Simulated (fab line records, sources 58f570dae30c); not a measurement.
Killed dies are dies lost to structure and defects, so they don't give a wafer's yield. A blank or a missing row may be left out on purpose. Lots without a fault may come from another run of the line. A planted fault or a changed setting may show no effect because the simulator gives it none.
Which tool did it? | flow berkeley_cmos170 | 7 lots, 21 wafers sampled, at 2 steps of a route of 331

WHAT THE GAUGES READ, wafer by wafer
UCB170_PSD_TW_MEAS_10.
lot  | measured     | on            | PSD_TW
L105 | day 8 13:11  | film_metro-02 | 2312 2318 2314
L107 | day 8 13:21  | film_metro-04 | 2336 2341 2331
L110 | day 9 03:35  | film_metro-04 | 2310 2318 2308
L117 | day 10 12:02 | film_metro-04 | 2333 2331 2325
L121 | day 11 17:09 | film_metro-04 | 2328 2326 2316
L125 | day 12 11:25 | film_metro-02 | 2315 2325 2319
L126 | day 12 12:05 | film_metro-04 | 2331 2321 2331

WHICH TOOL RAN EACH LOT (tool, then ch and the chambers of the sampled wafers, then the start)
lot  | UCB170_NLDD_STRIP_10
L105 | plasma_asher-03 ch 0, day 8 06:59
L107 | plasma_asher-02 ch 0,1, day 8 08:05
L110 | plasma_asher-01 ch 0,1, day 8 19:29
L117 | plasma_asher-02 ch 0,1, day 10 03:48
L121 | plasma_asher-01 ch 0,1, day 11 09:51
L125 | plasma_asher-01 ch 0,1, day 12 04:32
L126 | plasma_asher-01 ch 0,1, day 12 06:59
- UCB170_NLDD_STRIP_10: strips in O2.

THE ANSWER, worked out from the rows above alone
Rule: what is usual is taken from the lots themselves. Put in order of their means at a reading, lots are off if they are a third of the lots or fewer, leave a main group of 4 or more, and stand apart from it by a gap of 3 or more times the standard deviation of the main group's means; of several such gaps the widest counts. A main group whose means are all the same, to the digits that the tables above print for the reading, isn't used. A lot without any number at a reading at which 4 lots or more have one is off too. The other lots that the step has rows for count as sound.
No lot is off at any reading shown: from this, nothing can be told.

WHAT THE SIMULATOR HAD PUT IN
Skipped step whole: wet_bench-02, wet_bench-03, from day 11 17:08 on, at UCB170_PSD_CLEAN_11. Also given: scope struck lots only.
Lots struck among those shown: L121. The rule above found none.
